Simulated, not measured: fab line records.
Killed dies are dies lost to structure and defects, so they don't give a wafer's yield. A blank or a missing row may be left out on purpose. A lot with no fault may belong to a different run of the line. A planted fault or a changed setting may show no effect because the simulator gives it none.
Lot-split experiment :: flow berkeleyCmos170 :: on a route of 331 steps: 5 lots, 23 wafers read

ABOUT THE SPLIT
At UCB170_ACTIVE_CVD_05 (deposits Si3N4 from SiH2Cl2/NH3, target thk 220 nm, time 3300 s), the setting tempC was moved away from the recipe's 800 C on 20 of the 23 wafers read, by -2.2% to +1.9%. For the rest of the wafers, this setting stayed at what the recipe calls for.

FROM THE SPLIT ON TO THE READING: in between, the file shows 1 step
- UCB170_ACTIVE_THK_MEAS_06

THE READING
oesProductAu, in a.u., at UCB170_ACTIVE_ETCH_15 (etches Si3N4 in CH3F/Ar/O2, stops on SiO2, target depth 242 nm, time 151 s). A value of 0.943 a.u. with a standard deviation of 0.014 a.u. is what fault-free wafers of this fab line usually give.

wafer: L076.2
tool, chamber at the split: -, -
tempC as run, C: 785.2
against the recipe: -1.8%
oesProductAu, a.u.: 0.806
against lot-mates on the recipe: no lot-mate on the recipe

wafer: L076.3
tool, chamber at the split: -, -
tempC as run, C: 785.2
against the recipe: -1.8%
oesProductAu, a.u.: 0.801
against lot-mates on the recipe: no lot-mate on the recipe

wafer: L076.4
tool, chamber at the split: -, -
tempC as run, C: 785.2
against the recipe: -1.8%
oesProductAu, a.u.: 0.817
against lot-mates on the recipe: no lot-mate on the recipe

wafer: L076.5
tool, chamber at the split: -, -
tempC as run, C: 785.2
against the recipe: -1.8%
oesProductAu, a.u.: 0.784
against lot-mates on the recipe: no lot-mate on the recipe

wafer: L076.6
tool, chamber at the split: -, -
tempC as run, C: 785.2
against the recipe: -1.8%
oesProductAu, a.u.: 0.813
against lot-mates on the recipe: no lot-mate on the recipe

wafer: L078.1
tool, chamber at the split: -, -
tempC as run, C: 815.5
against the recipe: +1.9%
oesProductAu, a.u.: 0.997
against lot-mates on the recipe: no lot-mate on the recipe

wafer: L078.2
tool, chamber at the split: -, -
tempC as run, C: 815.5
against the recipe: +1.9%
oesProductAu, a.u.: 1.023
against lot-mates on the recipe: no lot-mate on the recipe

wafer: L078.3
tool, chamber at the split: -, -
tempC as run, C: 815.5
against the recipe: +1.9%
oesProductAu, a.u.: 0.973
against lot-mates on the recipe: no lot-mate on the recipe

wafer: L078.4
tool, chamber at the split: -, -
tempC as run, C: 815.5
against the recipe: +1.9%
oesProductAu, a.u.: 0.975
against lot-mates on the recipe: no lot-mate on the recipe

wafer: L078.6
tool, chamber at the split: -, -
tempC as run, C: 815.5
against the recipe: +1.9%
oesProductAu, a.u.: 1.027
against lot-mates on the recipe: no lot-mate on the recipe

wafer: L080.1
tool, chamber at the split: -, -
tempC as run, C: 809.7
against the recipe: +1.2%
oesProductAu, a.u.: 0.989
against lot-mates on the recipe: no lot-mate on the recipe

wafer: L080.2
tool, chamber at the split: -, -
tempC as run, C: 809.7
against the recipe: +1.2%
oesProductAu, a.u.: 0.992
against lot-mates on the recipe: no lot-mate on the recipe

wafer: L080.4
tool, chamber at the split: -, -
tempC as run, C: 809.7
against the recipe: +1.2%
oesProductAu, a.u.: 0.991
against lot-mates on the recipe: no lot-mate on the recipe

wafer: L080.5
tool, chamber at the split: -, -
tempC as run, C: 809.7
against the recipe: +1.2%
oesProductAu, a.u.: 0.993
against lot-mates on the recipe: no lot-mate on the recipe

wafer: L080.6
tool, chamber at the split: -, -
tempC as run, C: 809.7
against the recipe: +1.2%
oesProductAu, a.u.: 1.002
against lot-mates on the recipe: no lot-mate on the recipe

wafer: L079.3
tool, chamber at the split: lpcvd-01, 1
tempC as run, C: 800
against the recipe: recipe
oesProductAu, a.u.: 0.957
against lot-mates on the recipe: -

wafer: L079.4
tool, chamber at the split: lpcvd-01, 1
tempC as run, C: 800
against the recipe: recipe
oesProductAu, a.u.: 0.922
against lot-mates on the recipe: -

wafer: L079.5
tool, chamber at the split: lpcvd-01, 1
tempC as run, C: 800
against the recipe: recipe
oesProductAu, a.u.: 0.958
against lot-mates on the recipe: -

wafer: L084.2
tool, chamber at the split: -, -
tempC as run, C: 782
against the recipe: -2.2%
oesProductAu, a.u.: 0.778
against lot-mates on the recipe: no lot-mate on the recipe

wafer: L084.3
tool, chamber at the split: -, -
tempC as run, C: 782
against the recipe: -2.2%
oesProductAu, a.u.: 0.794
against lot-mates on the recipe: no lot-mate on the recipe

wafer: L084.4
tool, chamber at the split: -, -
tempC as run, C: 782
against the recipe: -2.2%
oesProductAu, a.u.: 0.788
against lot-mates on the recipe: no lot-mate on the recipe

wafer: L084.5
tool, chamber at the split: -, -
tempC as run, C: 782
against the recipe: -2.2%
oesProductAu, a.u.: 0.780
against lot-mates on the recipe: no lot-mate on the recipe

wafer: L084.6
tool, chamber at the split: -, -
tempC as run, C: 782
against the recipe: -2.2%
oesProductAu, a.u.: 0.818
against lot-mates on the recipe: no lot-mate on the recipe

FIT RESULTS
A straight line over all 23 wafers: oesProductAu changes by +0.054 a.u. for each +1% of tempC; r = +0.97; the points scatter about the line by 0.024 a.u.
Too few moved wafers have a lot-mate on the recipe to fit a line with each lot's own level taken away.

THE WHOLE CHAIN: every reading that the file lists as answering this split, in the file's order
step: UCB170_ACTIVE_CVD_05
what it does: deposits Si3N4 from SiH2Cl2/NH3, target thk 220 nm, time 3300 s
reading: Si3N4_of_ACTIVE_CVD_05.thkNm (the simulator's own value, which no gauge read)
change (the file's fit): +31.1 nm for each +1% of the setting
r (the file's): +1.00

step: UCB170_ACTIVE_THK_MEAS_06
what it does: 
reading: ACTIVE_NITRIDE_THK
change (the file's fit): +31.1 for each +1% of the setting
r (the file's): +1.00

step: UCB170_ACTIVE_ETCH_15
what it does: etches Si3N4 in CH3F/Ar/O2, stops on SiO2, target depth 242 nm, time 151 s
reading: oesProductAu
change (the file's fit): +0.054 a.u. for each +1% of the setting
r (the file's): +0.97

step: UCB170_FIELD_OXIDATION_01
what it does: target thk 558.3 nm, ox time 7200 s
reading: Si3N4_of_ACTIVE_CVD_05.thkNm (the simulator's own value, which no gauge read)
change (the file's fit): +31.5 nm for each +1% of the setting
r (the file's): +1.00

THE FILE'S OWN FIT
oesProductAu changes by +0.054 a.u. for each +1% of tempC, r = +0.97.
